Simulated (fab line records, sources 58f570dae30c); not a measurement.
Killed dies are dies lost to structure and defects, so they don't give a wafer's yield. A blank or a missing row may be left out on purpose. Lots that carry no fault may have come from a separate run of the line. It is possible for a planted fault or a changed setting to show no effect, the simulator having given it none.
Chamber matching || flow berkeley_cmos170 || 4 sister chambers for UCB170_SPACER_ETCHBACK_03 on rie_diel-02
The step etches SiO2 in CHF3/CF4/Ar, stops on Si, target depth 376 nm, time 100 s. 8 wafers are shown with their chamber, then 7 later ones without.

== WAFERS WITH THEIR CHAMBER ==
{"wafer": "L794.4", "chamber": 3, "drypump_motor_current_A (A)": 5.8, "throttle_valve_pct (%)": 6.46}
{"wafer": "L798.4", "chamber": 1, "drypump_motor_current_A (A)": 5.4, "throttle_valve_pct (%)": 6.45}
{"wafer": "L798.6", "chamber": 0, "drypump_motor_current_A (A)": 5.2, "throttle_valve_pct (%)": 6.49}
{"wafer": "L803.1", "chamber": 3, "drypump_motor_current_A (A)": 5.9, "throttle_valve_pct (%)": 6.47}
{"wafer": "L803.3", "chamber": 2, "drypump_motor_current_A (A)": 6.1, "throttle_valve_pct (%)": 6.38}
{"wafer": "L803.6", "chamber": 0, "drypump_motor_current_A (A)": 5.2, "throttle_valve_pct (%)": 6.50}
{"wafer": "L805.2", "chamber": 1, "drypump_motor_current_A (A)": 5.4, "throttle_valve_pct (%)": 6.43}
{"wafer": "L805.5", "chamber": 2, "drypump_motor_current_A (A)": 6.1, "throttle_valve_pct (%)": 6.38}

== WAFERS MISSING THEIR CHAMBER ==
{"wafer": "L805.6", "drypump_motor_current_A (A)": 5.8, "throttle_valve_pct (%)": 6.46}
{"wafer": "L806.3", "drypump_motor_current_A (A)": 5.4, "throttle_valve_pct (%)": 6.45}
{"wafer": "L806.5", "drypump_motor_current_A (A)": 5.2, "throttle_valve_pct (%)": 6.48}
{"wafer": "L806.6", "drypump_motor_current_A (A)": 5.4, "throttle_valve_pct (%)": 6.46}
{"wafer": "L812.3", "drypump_motor_current_A (A)": 5.4, "throttle_valve_pct (%)": 6.44}
{"wafer": "L812.5", "drypump_motor_current_A (A)": 5.9, "throttle_valve_pct (%)": 6.47}
{"wafer": "L812.6", "drypump_motor_current_A (A)": 6.1, "throttle_valve_pct (%)": 6.38}

== EACH ONE'S CHAMBER ==
{"wafer": "L805.6", "from the rows above": 3, "in truth": 3}
{"wafer": "L806.3", "from the rows above": 1, "in truth": 1}
{"wafer": "L806.5", "from the rows above": 0, "in truth": 0}
{"wafer": "L806.6", "from the rows above": 1, "in truth": 1}
{"wafer": "L812.3", "from the rows above": 1, "in truth": 1}
{"wafer": "L812.5", "from the rows above": 3, "in truth": 3}
{"wafer": "L812.6", "from the rows above": 2, "in truth": 2}
Correct placement for 7 of the 7. Left unplaced by these rows: 0. Wrongly placed: 0.
How it was worked out, from the rows above alone: a wafer's distance from a chamber is the root of the sum, over the readings, of the square of ((its reading less the chamber's mean) divided by the reading's scatter). If the next closest chamber is less than 2 further off than the closest, the wafer can't be placed; otherwise it belongs to the closest. A chamber's mean is the mean of its shown wafers. The scatter is the square root of a quotient: the sum, over the shown wafers, of each reading's squared deviation from its chamber's mean, divided by wafers minus chambers.
